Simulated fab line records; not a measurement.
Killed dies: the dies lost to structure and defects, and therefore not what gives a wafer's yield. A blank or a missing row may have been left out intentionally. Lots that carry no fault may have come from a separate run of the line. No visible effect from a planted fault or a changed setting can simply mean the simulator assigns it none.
Lot-split experiment | flow rit_cmos | 27 wafers read from 5 lots, route of 202 steps

ON THE SPLIT
At RIT_ACTIVE_OXIDATION_01 (target thk 46.8 nm, ox time 3360 s), the setting ox_time_s was moved away from the recipe's 3360 s on 24 of the 27 wafers read, by -50.9% to +18.2%. For the rest of the wafers, this setting stayed at what the recipe calls for.

There is no step in the file separating the split from the reading.

THE READING
Values of ACTIVE_OXIDE_THK in nm from RIT_ACTIVE_THK_MEAS_02. Fault-free wafers of this fab line usually give 47.2 nm, standard deviation 1.1 nm.

wafer  | tool, chamber at the split | ox_time_s as run, s | against the recipe | ACTIVE_OXIDE_THK, nm | against lot-mates on the recipe
L074.1 | -, -                       | 1650                | -50.9%             | 31.9                 | no lot-mate on the recipe
L074.2 | -, -                       | 1650                | -50.9%             | 31.6                 | no lot-mate on the recipe
L074.3 | -, -                       | 1650                | -50.9%             | 32.0                 | no lot-mate on the recipe
L074.4 | -, -                       | 1650                | -50.9%             | 32.1                 | no lot-mate on the recipe
L074.5 | -, -                       | 1650                | -50.9%             | 31.3                 | no lot-mate on the recipe
L074.6 | -, -                       | 1650                | -50.9%             | 32.1                 | no lot-mate on the recipe
L077.3 | furnace-03, 0              | 3360                | recipe             | 47.9                 | -
L077.4 | furnace-03, 0              | 3360                | recipe             | 46.8                 | -
L077.6 | furnace-03, 0              | 3360                | recipe             | 48.0                 | -
L078.1 | -, -                       | 2410                | -28.3%             | 39.2                 | no lot-mate on the recipe
L078.2 | -, -                       | 2410                | -28.3%             | 39.5                 | no lot-mate on the recipe
L078.3 | -, -                       | 2410                | -28.3%             | 39.5                 | no lot-mate on the recipe
L078.4 | -, -                       | 2410                | -28.3%             | 39.4                 | no lot-mate on the recipe
L078.5 | -, -                       | 2410                | -28.3%             | 39.7                 | no lot-mate on the recipe
L078.6 | -, -                       | 2410                | -28.3%             | 40.1                 | no lot-mate on the recipe
L082.1 | -, -                       | 2253                | -32.9%             | 35.5                 | no lot-mate on the recipe
L082.2 | -, -                       | 2253                | -32.9%             | 34.9                 | no lot-mate on the recipe
L082.3 | -, -                       | 2253                | -32.9%             | 35.6                 | no lot-mate on the recipe
L082.4 | -, -                       | 2253                | -32.9%             | 35.9                 | no lot-mate on the recipe
L082.5 | -, -                       | 2253                | -32.9%             | 36.1                 | no lot-mate on the recipe
L082.6 | -, -                       | 2253                | -32.9%             | 35.2                 | no lot-mate on the recipe
L085.1 | -, -                       | 3970                | +18.2%             | 52.3                 | no lot-mate on the recipe
L085.2 | -, -                       | 3970                | +18.2%             | 52.9                 | no lot-mate on the recipe
L085.3 | -, -                       | 3970                | +18.2%             | 52.5                 | no lot-mate on the recipe
L085.4 | -, -                       | 3970                | +18.2%             | 52.0                 | no lot-mate on the recipe
L085.5 | -, -                       | 3970                | +18.2%             | 51.9                 | no lot-mate on the recipe
L085.6 | -, -                       | 3970                | +18.2%             | 52.2                 | no lot-mate on the recipe

FIT RESULTS
A straight line over all 27 wafers: ACTIVE_OXIDE_THK changes by +0.303 nm for each +1% of ox_time_s; r = +0.99; the points scatter about the line by 1 nm.
Too few moved wafers have a lot-mate on the recipe to fit a line with each lot's own level taken away.

THE WHOLE CHAIN: every reading that the file lists as answering this split, in the file's order
step                    | what it does                                                        | reading                                                                             | change (the file's fit)               | r (the file's)
RIT_ACTIVE_OXIDATION_01 | target thk 46.8 nm, ox time 3360 s                                  | SiO2_of_ACTIVE_OXIDATION_01.thk_nm (the simulator's own value, which no gauge read) | +0.303 nm for each +1% of the setting | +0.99
RIT_ACTIVE_THK_MEAS_02  |                                                                     | ACTIVE_OXIDE_THK                                                                    | +0.303 for each +1% of the setting    | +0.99
RIT_ACTIVE_ETCH_13      | etches Si3N4 in SF6, stops on SiO2, time 210 s, target depth 210 nm | SiO2_of_ACTIVE_OXIDATION_01.thk_nm (the simulator's own value, which no gauge read) | +0.314 nm for each +1% of the setting | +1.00
RIT_FOX2_WET_ETCH_03    | etches Si3N4 in H3PO4, target depth 195 nm, time 2700 s             | SiO2_of_ACTIVE_OXIDATION_01.thk_nm (the simulator's own value, which no gauge read) | +0.278 nm for each +1% of the setting | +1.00

THE FILE'S OWN FIT
ACTIVE_OXIDE_THK changes by +0.303 nm for each +1% of ox_time_s, r = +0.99.
